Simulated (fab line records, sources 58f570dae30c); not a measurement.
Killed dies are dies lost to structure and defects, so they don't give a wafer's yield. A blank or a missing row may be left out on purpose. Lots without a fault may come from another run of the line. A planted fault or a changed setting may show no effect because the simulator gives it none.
Chamber matching | flow berkeley_cmos170 | UCB170_V1_CMP_02 on cmp-01: 4 sister chambers
The step polishes SiO2. 8 wafers are shown with their chamber, then 9 later ones without.

WAFERS WITH THEIR CHAMBER
wafer  | chamber | motor_current_A (A) | platen_rpm (rpm)
L747.5 | 2       | 16.8                | 60.05
L753.2 | 2       | 18.1                | 59.98
L755.2 | 3       | 17.9                | 60.04
L755.3 | 0       | 16.1                | 59.97
L755.6 | 1       | 15.7                | 60.06
L758.1 | 1       | 15.6                | 59.98
L758.2 | 3       | 18.3                | 60.01
L758.5 | 0       | 15.4                | 59.98

WAFERS WITHOUT THEIR CHAMBER
wafer  | motor_current_A (A) | platen_rpm (rpm)
L761.1 | 16.8                | 60.05
L761.2 | 15.6                | 59.96
L761.6 | 17.1                | 59.97
L764.2 | 16.7                | 60.04
L764.4 | 18.0                | 60.02
L764.6 | 14.8                | 60.01
L765.2 | 17.6                | 60.00
L765.4 | 16.0                | 60.01
L765.6 | 15.5                | 59.94

WHICH CHAMBER EACH WENT THROUGH
wafer  | from the rows above               | in truth
L761.1 | can't be placed: 2 or 1 or 3 or 0 | 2
L761.2 | can't be placed: 0 or 1           | 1
L761.6 | can't be placed: 2 or 3 or 0 or 1 | 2
L764.2 | can't be placed: 2 or 1 or 0 or 3 | 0
L764.4 | can't be placed: 3 or 2           | 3
L764.6 | can't be placed: 1 or 0           | 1
L765.2 | can't be placed: 2 or 3           | 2
L765.4 | can't be placed: 1 or 0 or 2      | 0
L765.6 | can't be placed: 0 or 1           | 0
Placed correctly: 0 of 9. Can't be placed from these rows: 9 (the true chamber is among the candidates in 9). Placed wrongly: 0.
How it was worked out, from the rows above alone: a wafer's distance from a chamber is the root of the sum, over the readings, of the square of ((its reading less the chamber's mean) divided by the reading's scatter). The wafer belongs to the nearest chamber; if the next one is less than 2 further off, it can't be placed. A chamber's mean is the mean of its shown wafers. The scatter: the root of (the sum of the squares of (reading less its chamber's mean) over the shown wafers, divided by (wafers less chambers)).
